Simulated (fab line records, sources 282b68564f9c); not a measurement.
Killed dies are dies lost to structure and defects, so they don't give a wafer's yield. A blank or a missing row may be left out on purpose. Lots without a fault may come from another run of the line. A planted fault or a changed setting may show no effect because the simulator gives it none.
A struck lot beside a sound one | flow rit_cmos | 19 steps out of a route of 202
Sound: wafers L902.4, L902.5, L902.6. Struck: wafers L898.2, L898.3, L898.5. The cause comes at the end.
At each step with rows: each side's tool, then ch and its chambers, then its first start. Under that, the readings that differ: sound wafers | struck wafers | difference of the means | sigmas: that difference in standard deviations of wafers without a fault.
alike: readings whose means differ by less than 2 such deviations, and words and numbers that are the same on both sides. not compared: withheld readings, readings that some wafer has no value for, bounds like >300 that may hide the same value, and numbers for which the record gives no deviation and whose values overlap.
The two part at a step that has a row with sigmas, a row that says differs or no value, or rows on one side only. Numbers that don't overlap but have no deviation are shown without sigmas and don't part them. A reading that every wafer of one side lacks parts them only if that side has two wafers or more.

RIT_SILICIDE_RS_MEAS_02: measures by four-point-probe.
  sound on film_metro-01, day 6 22:03; struck on film_metro-02, day 6 07:00
  alike: SILICIDE_TI_RS
RIT_SILICIDE_THK_MEAS_03: measures by xrf.
  sound on film_metro-01, day 6 22:08; struck on film_metro-02, day 6 07:07
  alike: SILICIDE_TI_THK
RIT_SILICIDE_RTA_04: time 10 s, ramp up 5 s, ramp down 5 s.
  sound on rtp_anneal-01 ch 0, day 6 22:13; struck on rtp_anneal-01 ch 0, day 6 07:10
  alike: wafer_temp_C_max
then, 1 step without rows for these wafers: RIT_SILICIDE_WET_ETCH_05 (etches Ti in SPM, time 120 s).
RIT_SILICIDE_RTA_06: time 10 s, ramp up 5 s, ramp down 10 s.
  sound on rtp_anneal-02 ch 0, day 6 22:19; struck on rtp_anneal-02 ch 0, day 6 07:17
  alike: wafer_temp_C_max
RIT_CONTACT_CVD_00: deposits SiO2 from TEOS, target thk 400 nm, time 61 s.
  sound on pecvd-01 ch 0,1,2, day 6 22:23; struck on pecvd-02 ch 0,1, day 6 07:20
  alike: heater_power_w, rf_fwd_power_W
RIT_CONTACT_THK_MEAS_01:
  sound on film_metro-01, day 6 22:26; struck on film_metro-01, day 6 07:23
  alike: CONTACT_TEOS_THK
then, 5 steps without rows for these wafers: RIT_CONTACT_HMDS_02 (prime time 60 s); RIT_CONTACT_COAT_03 (resist thk 1000 nm); RIT_CONTACT_SOFTBAKE_04 (time 60 s); RIT_CONTACT_EXPOSE_05 (exposes mask M11, target cd 1000 nm); RIT_CONTACT_PEB_06.
RIT_CONTACT_DEVELOP_07: develop time 120 s.
  sound on litho_track-03 ch 0, day 6 23:00; struck on litho_track-04 ch 0, day 6 08:00
  reading              | sound             | struck            | difference | sigmas
  developer_temp_C (C) | 23.17 23.06 23.14 | 25.30 25.36 25.37 | +2.22      | +18
RIT_CONTACT_CD_MEAS_08: target cd 1000 nm.
  sound on cd_sem-01, day 6 23:37; struck on cd_sem-01, day 6 08:33
  alike: cd_nm
  not compared: hold
RIT_CONTACT_OVL_MEAS_09:
  sound on overlay-01, day 6 23:41; struck on overlay-01, day 6 08:40
  alike: CONTACT_OVL
  not compared: hold
then, 1 step without rows for these wafers: RIT_CONTACT_HARDBAKE_10 (time 60 s).
RIT_CONTACT_ETCH_11: etches SiO2 in CHF3/CF4/Ar, stops on TiSi2, target depth 480 nm, time 320 s.
  sound on rie_diel-04 ch 0,1,3, day 6 23:52; struck on rie_diel-03 ch 0,1, day 6 08:50
  reading                  | sound           | struck            | difference | sigmas
  model.CONTACT.cd_nm (nm) | 996.5 997.4 998 | 994.4 993.7 993.3 | -3.5       |
  alike: cf4_flow_sccm, drypump_motor_current_A, oes_product_au, rf_fwd_power_W, throttle_valve_pct
  not compared: rf_hours_counter_h
RIT_CONTACT_STRIP_12: strips in O2, time 180 s.
  sound on plasma_asher-02 ch 0,1, day 7 00:07; struck on plasma_asher-02 ch 0,1, day 6 09:02
  alike: drypump_motor_current_A, o2_flow_sccm, rf_refl_power_W
  not compared: rf_hours_counter_h
RIT_M1_PROBE_99:
  sound on prober-01, day 7 05:00; struck on prober-02, day 6 13:46
  alike: killed_at_contacts, killed_at_front_end, killed_dies, killed_open, killed_short

WHERE THEY PART
Only at RIT_CONTACT_DEVELOP_07, within this record. Later steps at which nothing parts them and some readings are alike: RIT_CONTACT_CD_MEAS_08, RIT_CONTACT_OVL_MEAS_09, RIT_CONTACT_ETCH_11, RIT_CONTACT_STRIP_12, RIT_M1_PROBE_99.

WHY: what the simulator had put in
Process parameter drift: litho_track-04, from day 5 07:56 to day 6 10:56, at RIT_CONTACT_DEVELOP_07. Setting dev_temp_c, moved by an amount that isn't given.
